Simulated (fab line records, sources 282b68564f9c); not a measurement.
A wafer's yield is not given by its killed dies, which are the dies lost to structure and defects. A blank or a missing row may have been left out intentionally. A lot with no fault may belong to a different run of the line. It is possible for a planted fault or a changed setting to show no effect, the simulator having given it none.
8D (eight disciplines) problem report, filled in by code    flow rit_cmos    the parts of the form that need people (team, actions taken, sign-off) are left out

## 1. WHAT WENT WRONG
Across 6 wafers from 2 lots, REOX_OXIDE_THK at RIT_REOX_THK_MEAS_04 averages 32.6 nm, while fault-free wafers read 25.3 nm with a standard deviation of 0.35. Measured from the usual mean, that is +21 standard deviations.
Seen first at day 4 14:46 on film_metro-01, wafer L107.4. Wafers with a number at this step in the record: 42, from 14 lots. By rule, "out" or "out of limits" means more than 4 standard deviations away from the usual mean. The other wafers with a number count as sound.

## 2. WHAT IT IS AND WHAT IT IS NOT
question                     is                            is not
which readings at this step  REOX_OXIDE_THK                -
which lots                   L107, L110                    L100, L101, L102, L104, L106, L112, L114, L115, L116, L119, L998, L999
which wafers of those lots   all that have a number        -
read on which gauges         film_metro-01, film_metro-04  film_metro-03
when                         from day 4 14:46              up to then (21 sound wafers); but 15 sound wafers of L112, L114, L115, L116, L119 came after

## 3. WHAT RULES OUT EACH SUSPECT
Counting: a tool at a process step up to the reading stays a suspect if it ran every lot that is out and no sound lot after the first of them.
- the gauge at RIT_REOX_THK_MEAS_04 is ruled out. 2 gauges (film_metro-01, film_metro-04) read the wafers that are out.
- furnace-03 at RIT_REOX_OXIDATION_03 (target thk 25.2 nm, ox time 5580 s): kept. Every lot that is out went through it, starting with L107 (day 4 12:11), and after that it ran no sound lot; the last sound lot it ran before then is L104 (day 3 18:58).
Left after counting: furnace-03 at RIT_REOX_OXIDATION_03.

## 4. THE CAUSE (what the simulator had put in)
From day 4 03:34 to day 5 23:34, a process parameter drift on furnace-03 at RIT_REOX_OXIDATION_03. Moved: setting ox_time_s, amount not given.
After counting, this tool was the only one left.

## 5. THE EFFECT CHAIN, in route order
Rows list readings where the struck wafers' mean (over those with a number) sits beyond 3 standard deviations from the usual. Only readings for which the record gives a usual standard deviation are gone through. hours: the time from each lot's start at the first step in this table that gives one to its start at this step, as a median over the lots. sigmas: the change in usual standard deviations.
hours  step                  reading         usual    on struck wafers  change  sigmas
0      RIT_REOX_THK_MEAS_04  REOX_OXIDE_THK  25.3 nm  32.6              +7.3    +21

## 6. HOW IT WOULD HAVE BEEN CAUGHT EARLIER
Counted from the fault's start at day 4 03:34, it took 11 hours until the first out-of-limits reading at a measuring or inspecting step in this record, taken at day 4 14:46.
Of the tool readings at RIT_REOX_OXIDATION_03 for which the record gives a usual standard deviation, none was out on any struck wafer, so an alarm limit of 4 standard deviations on them would not have fired.
Lots out: 2; of these, L110 started RIT_REOX_OXIDATION_03 on furnace-03 after day 4 14:46. Putting the tool on hold at that point would have spared it.
